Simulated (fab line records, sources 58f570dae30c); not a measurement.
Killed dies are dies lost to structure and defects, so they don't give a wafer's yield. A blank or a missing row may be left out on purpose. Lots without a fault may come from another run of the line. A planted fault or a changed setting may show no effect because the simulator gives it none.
Which tool did it? | flow berkeley_cmos170 | 14 lots, 42 wafers sampled, at 4 steps of a route of 331

WHAT THE GAUGES READ, wafer by wafer
UCB170_ACTIVE_OVL_MEAS_14.
lot  | measured    | on         | ACTIVE_OVL (nm)
L146 | day 3 16:44 | overlay-01 | -5 -3 -2
L147 | day 4 03:11 | overlay-02 | -6 -5 -9
L149 | day 4 22:43 | overlay-01 | 2 -1 -2
L148 | day 4 22:59 | overlay-02 | 0 -3 1
L150 | day 4 23:16 | overlay-01 | -5 -2 -3
L152 | day 5 05:35 | overlay-01 | 3 -2 6
L151 | day 5 05:42 | overlay-02 | 11 6 -1
L153 | day 5 05:49 | overlay-01 | 12 13 7
L156 | day 6 03:22 | overlay-01 | 7 -7 3
L160 | day 6 20:24 | overlay-02 | -1 -6 -7
L161 | day 6 20:44 | overlay-01 | -4 -1 -7
L165 | day 7 22:26 | overlay-02 | 4 -4 -3
L166 | day 8 08:36 | overlay-02 | -7 -5 -9
L167 | day 8 08:57 | overlay-02 | -9 -4 -12

UCB170_CONTACT_THK_MEAS_02.
lot  | measured     | on            | CONTACT_PSG_THK (nm)
L146 | day 6 11:02  | film_metro-04 | 704 691 700
L147 | day 6 14:29  | film_metro-02 | 690 693 693
L149 | day 7 09:32  | film_metro-04 | 699 700 699
L148 | day 7 10:59  | film_metro-01 | 690 688 686
L150 | day 7 10:58  | film_metro-04 | 704 700 702
L152 | day 7 17:54  | film_metro-01 | 684 681 680
L151 | day 7 16:22  | film_metro-04 | 685 697 692
L153 | day 7 16:05  | film_metro-01 | 705 701 702
L156 | day 8 17:16  | film_metro-02 | 706 702 700
L160 | day 9 15:10  | film_metro-01 | 883 884 892
L161 | day 9 16:56  | film_metro-04 | 877 871 874
L165 | day 10 13:50 | film_metro-01 | 680 680 681
L166 | day 10 20:32 | film_metro-01 | 695 697 701
L167 | day 10 22:19 | film_metro-01 | 698 694 698

WHICH TOOL RAN EACH LOT (tool, then ch and the chambers of the sampled wafers, then the start)
lot  | UCB170_GATE_ETCH_14                | UCB170_CONTACT_CVD_01
L146 | rie_diel-01 ch 0,2,3, day 5 12:37  | lpcvd-02 ch 0, day 6 09:15
L147 | rie_diel-02 ch 0,1,3, day 5 18:39  | lpcvd-01 ch 1, day 6 12:41
L149 | rie_diel-01 ch 0,2,3, day 6 17:20  | lpcvd-01 ch 0, day 7 07:45
L148 | rie_diel-02 ch 1,2, day 6 17:56    | lpcvd-02 ch 0, day 7 09:11
L150 | rie_diel-03 ch 0,1,2, day 6 17:37  | lpcvd-02 ch 1, day 7 09:11
L152 | rie_diel-01 ch 0,3, day 6 23:07    | lpcvd-02 ch 1, day 7 16:05
L151 | rie_diel-02 ch 0,2,3, day 6 23:09  | lpcvd-01 ch 1, day 7 14:34
L153 | rie_diel-02 ch 0,1,3, day 6 22:53  | lpcvd-02 ch 1, day 7 14:19
L156 | rie_diel-03 ch 1,2,3, day 7 22:50  | lpcvd-02 ch 0, day 8 15:28
L160 | rie_diel-01 ch 0,2,3, day 8 18:56  | lpcvd-01 ch 1, day 9 13:21
L161 | rie_diel-03 ch 0,2,3, day 8 19:04  | lpcvd-01 ch 0, day 9 15:08
L165 | rie_diel-03 ch 2,3, day 9 21:32    | lpcvd-02 ch 0, day 10 12:01
L166 | rie_diel-01 ch 0,1,2, day 10 03:19 | lpcvd-02 ch 1, day 10 18:44
L167 | rie_diel-03 ch 0,3, day 10 02:54   | lpcvd-02 ch 1, day 10 20:32
- UCB170_GATE_ETCH_14: etches BARC in N2/H2.
- UCB170_CONTACT_CVD_01: deposits PSG from SiH4/O2/PH3, target thk 700 nm, time 2820 s.

WHAT THE TOOLS THEMSELVES READ (means of the sampled wafers that have a number; where no wafer has one, the mark that the record gives instead)
UCB170_GATE_ETCH_14.
lot  | tool        | drypump_motor_current_A (A) | oes_product_au (a.u.) | throttle_valve_pct (%)
L146 | rie_diel-01 | 6.3                         | 0.994                 | 13.34
L147 | rie_diel-02 | 5.4                         | 0.976                 | 13.16
L149 | rie_diel-01 | 6.3                         | 1.005                 | 13.34
L148 | rie_diel-02 | 5.5                         | 0.996                 | 13.10
L150 | rie_diel-03 | 5.8                         | 0.986                 | 13.32
L152 | rie_diel-01 | 6.3                         | 0.981                 | 13.47
L151 | rie_diel-02 | 5.9                         | 0.988                 | 13.13
L153 | rie_diel-02 | 5.4                         | 0.973                 | 13.14
L156 | rie_diel-03 | 5.6                         | 0.995                 | 13.31
L160 | rie_diel-01 | 6.3                         | 0.995                 | 13.33
L161 | rie_diel-03 | 5.9                         | 0.994                 | 13.35
L165 | rie_diel-03 | 5.7                         | 0.996                 | 13.32
L166 | rie_diel-01 | 6.0                         | 0.988                 | 13.41
L167 | rie_diel-03 | 6.1                         | 1.002                 | 13.19

UCB170_CONTACT_CVD_01.
lot  | tool     | o2_flow_sccm (sccm) | sih4_flow_sccm (sccm) | zone_power_source_pct (%)
L146 | lpcvd-02 | 90.04               | 60.07                 | 8.0
L147 | lpcvd-01 | 89.77               | 59.83                 | 6.1
L149 | lpcvd-01 | 90.11               | 60.04                 | 6.7
L148 | lpcvd-02 | 89.79               | 60.03                 | 7.9
L150 | lpcvd-02 | 90.11               | 59.85                 | 6.5
L152 | lpcvd-02 | 89.78               | 59.99                 | 6.4
L151 | lpcvd-01 | 89.85               | 59.86                 | 6.1
L153 | lpcvd-02 | 90.10               | 59.88                 | 6.6
L156 | lpcvd-02 | 89.97               | 59.90                 | 7.9
L160 | lpcvd-01 | 134.82              | 59.95                 | 6.1
L161 | lpcvd-01 | 134.81              | 60.08                 | 6.7
L165 | lpcvd-02 | 89.74               | 60.25                 | 8.0
L166 | lpcvd-02 | 89.88               | 60.12                 | 6.5
L167 | lpcvd-02 | 90.31               | 60.04                 | 6.6

THE ANSWER, worked out from the rows above alone
Rule: what is usual is taken from the lots themselves. Put in order of their means at a reading, lots are off if they are a third of the lots or fewer, leave a main group of 4 or more, and stand apart from it by a gap of 3 or more times the standard deviation of the main group's means; of several such gaps the widest counts. A main group whose means are all the same, to the digits that the tables above print for the reading, isn't used. A lot without any number at a reading at which 4 lots or more have one is off too. The other lots that the step has rows for count as sound. The gauges are gone through in route order, then the tools' own readings, and for those a lot's mean is taken as printed above. The first step at which some lot is off is used, and at that step the reading that is off furthest; a lot without a number counts as furthest.
Off: L160, L161, at UCB170_CONTACT_THK_MEAS_02 (CONTACT_PSG_THK). The main group: mean 694 nm, standard deviation 7.5.
A tool fits if, at a process step before that reading, it ran every lot that is off, and no sound lot after the first of them. The gauges at UCB170_CONTACT_THK_MEAS_02 aren't tried: what is off there is off at UCB170_CONTACT_CVD_01 too, on other tools, and a gauge's error can't cause that. One fits: lpcvd-01 at UCB170_CONTACT_CVD_01. Its last sound lot is L151 (day 7 14:34), its first lot that is off L160 (day 9 13:21): a fault that began between those two fits.
The tool's own readings at UCB170_CONTACT_CVD_01 bear it out: on the lots that are off they differ by more than 5 times the standard deviation of the sound lots' means. o2_flow_sccm reads 134.81 sccm there against 89.95 sccm on the sound lots.

WHAT THE SIMULATOR HAD PUT IN
Process parameter drift: lpcvd-01, from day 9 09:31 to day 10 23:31, at UCB170_CONTACT_CVD_01. Setting o2_flow_sccm, moved by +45, from 90.
Lots struck among those shown: L160, L161. The rule above found the same.
